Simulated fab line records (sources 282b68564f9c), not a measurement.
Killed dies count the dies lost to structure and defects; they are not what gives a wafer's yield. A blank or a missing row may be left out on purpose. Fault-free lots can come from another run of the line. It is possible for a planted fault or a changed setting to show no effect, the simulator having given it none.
A lot that was struck, set against a sound lot ; flow ritCmos ; 17 steps out of a route of 202
Sound: these wafers, L555.1, L555.3, L555.6. The struck wafers were L540.1, L540.3, L540.4. The cause comes at the end.
For every step that has rows: the tool of each side, followed by ch and its chambers, followed by its first start. Under that, the readings that differ: sound wafers ; struck wafers ; difference of the means ; sigmas: that difference in standard deviations of wafers without a fault.
alike: same words and numbers on both sides, and readings whose means sit less than 2 such deviations apart. not compared: any withheld reading, any reading some wafer has no value for, any bound like >300 that may hide the same value, and any number with overlapping values for which the record gives no deviation.
The two part at a step that has a row with sigmas, a row that says differs or no value, or rows on one side only. When numbers do not overlap yet have no deviation, they are printed without sigmas and do not part them. Lack of a reading on every wafer of one side parts them only where that side has two or more wafers.

RIT_NWELL_TW_MEAS_10:
  sound on filmMetro-02 at day 6 13:34; struck on filmMetro-04 at day 3 14:20
  alike: NWELL_TW
then, 6 steps without rows for these wafers: RIT_PWELL_HMDS_00 (prime time 60 s); RIT_PWELL_COAT_01 (resist thk 1300 nm); RIT_PWELL_SOFTBAKE_02 (time 60 s); RIT_PWELL_EXPOSE_03 (exposes mask M3, target cd 43700 nm); RIT_PWELL_PEB_04; RIT_PWELL_DEVELOP_05 (develop time 68 s).
RIT_PWELL_OVL_MEAS_06:
  sound on overlay-02 at day 6 14:38; struck on overlay-01 at day 3 15:24
  alike: PWELL_OVL
then, 2 steps without rows for these wafers: RIT_PWELL_HARDBAKE_07 (time 120 s); RIT_PWELL_IMPLANT_08.
RIT_PWELL_STRIP_09: strips in O2, time 180 s.
  sound on plasmaAsher-01 ch 0, day 6 15:04; struck on plasmaAsher-01 ch 0,1, day 3 15:50
  alike: drypumpMotorCurrentA
  not compared: rfHoursCounterH
RIT_PWELL_TW_MEAS_10:
  sound on filmMetro-04 at day 6 15:14; struck on filmMetro-01 at day 3 16:01
  alike: PWELL_TW
RIT_WELLDRIVE_ANNEAL_00: time 14700 s.
  sound on furnace-01 ch 0, day 6 17:03; struck on furnace-01 ch 0, day 3 16:21
reading;sound;struck;difference;sigmas
spikeTcCentreC (C);1104.7 1103.1 1103.6;1069.0 1069.1 1068.3;-35.0;-32
zonePowerCentrePct (%);52.0 52.9 53.5;34.1 35.1 34.2;-18.3;-7
RIT_WELLDRIVE_RS_MEAS_01: the measuring method here is four-point-probe.
  sound on filmMetro-02 at day 6 22:08; struck on filmMetro-01 at day 3 21:26
reading;sound;struck;difference;sigmas
NWELL_RS (ohm/sq);275.3 275.0 275.3;278.6 282.1 285.7;+6.9;+10
RIT_WELLDRIVE_RS_MEAS_02: the measuring method here is four-point-probe.
  sound on filmMetro-02 at day 18 09:03; struck on filmMetro-01 at day 3 21:34
reading;sound;struck;difference;sigmas
PWELL_RS (ohm/sq);428.3 428.4 429.0;433.5 436.9 440.4;+8.4;+7
then, 1 step without rows for these wafers: RIT_NRETRO_HMDS_00 (prime time 60 s).
RIT_M1_PROBE_99:
  sound on prober-01 at day 19 18:00; struck on prober-02 at day 5 04:13
reading;sound;struck;difference;sigmas
model.etest.pmos_0p3.rOnOhmUm;6145 6118 6142;6244 6428 6422;+230;
model.etest.pwellPinched.rsOhmSq;449 447.1 445.9;457.8 475.4 454.1;+15.1;
model.etest.pwell.rsOhmSq;406 404.9 405.7;417.6 427.3 416.3;+14.9;
model.etest.pmosTurned.driveUaUm;201.4 203.1 205.9;182.7 182 179.9;-21.9;
model.etest.pmosNarrow.driveUaUm;105.1 105.1 104.4;102.8 99.73 99.81;-4.1;
model.etest.pmos_0p3.driveUaUm;102.2 104 103.2;100.4 97.38 97.01;-4.9;
model.etest.fieldN.vtV (V);33.03 33.48 33.76;34.2 35.48 35.11;+1.5;
  alike: killedAtContacts, killedAtFrontEnd, killedDies, killedOnRim, killedOpen, killedShort
  not compared: model.etest.nwellPinched.rsOhmSq

## WHERE THEY PART
Last at RIT_WELLDRIVE_RS_MEAS_02 as far as this record goes, first at RIT_WELLDRIVE_ANNEAL_00. Later steps at which nothing parts them and some readings are alike: RIT_M1_PROBE_99.

WHY: whatever the simulator had introduced
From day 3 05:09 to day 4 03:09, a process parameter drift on furnace-01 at RIT_WELLDRIVE_ANNEAL_00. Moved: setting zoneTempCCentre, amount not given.
